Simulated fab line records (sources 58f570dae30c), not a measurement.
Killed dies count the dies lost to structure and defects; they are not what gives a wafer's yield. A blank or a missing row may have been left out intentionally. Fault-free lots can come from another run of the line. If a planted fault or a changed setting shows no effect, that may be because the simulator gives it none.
Which tool is to blame? ; flow berkeley-cmos170 ; 7 lots, 21 wafers sampled, at 2 steps of a route of 331

## WHAT THE GAUGES SHOWED, per wafer
UCB170_SILICIDE_RS_MEAS_02: uses a four-point probe to measure.
lot;measured;on;SILICIDE_TI_RS (ohm/sq)
L921;day 8 18:25;film-metro-02;25.5 26.2 25.7
L922;day 8 18:26;film-metro-03;25.8 26.0 25.9
L924;day 8 19:26;film-metro-04;26.3 26.8 25.9
L926;day 10 04:34;film-metro-03;22.8 22.8 22.7
L934;day 11 17:31;film-metro-03;25.3 25.6 25.6
L937;day 12 14:16;film-metro-03;26.1 26.2 25.9
L939;day 13 04:30;film-metro-04;26.2 26.2 26.3

## EACH LOT AND THE TOOL THAT RAN IT (in order: tool; ch and the chambers of the sampled wafers; start)
lot;UCB170_SILICIDE_SPUTTER_01
L921;pvd-sputter-03, day 8 18:22
L922;pvd-sputter-04, day 8 18:22
L924;pvd-sputter-03, day 8 19:23
L926;pvd-sputter-04, day 10 04:32
L934;pvd-sputter-02, day 11 17:29
L937;pvd-sputter-04, day 12 14:10
L939;pvd-sputter-02, day 13 04:27
- UCB170_SILICIDE_SPUTTER_01: material Ti, target thk 30 nm, time 25 s.

## THE ANSWER, worked out from the rows above alone
Rule: the lots themselves supply what counts as usual. Put in order of their means at a reading, lots are off if they are a third of the lots or fewer, leave a main group of 4 or more, and stand apart from it by a gap of 3 or more times the standard deviation of the main group's means; of several such gaps the widest counts. A main group is skipped when, at the precision printed for the reading in the tables above, its means are all equal. Also off: a lot with no number at a reading for which 4 or more lots have one. Where the step has rows for the other lots, those lots are counted as sound.
Off: at UCB170_SILICIDE_RS_MEAS_02 (SILICIDE_TI_RS), L926. The main group has a mean of 26.0 ohm/sq with a standard deviation of 0.28.
A tool fits if, at a process step before that reading, it ran every lot that is off, and no sound lot after the first of them. The gauges at UCB170_SILICIDE_RS_MEAS_02 are tried like those tools. None of those tried fits.

## WHAT HAD BEEN PUT IN BY THE SIMULATOR
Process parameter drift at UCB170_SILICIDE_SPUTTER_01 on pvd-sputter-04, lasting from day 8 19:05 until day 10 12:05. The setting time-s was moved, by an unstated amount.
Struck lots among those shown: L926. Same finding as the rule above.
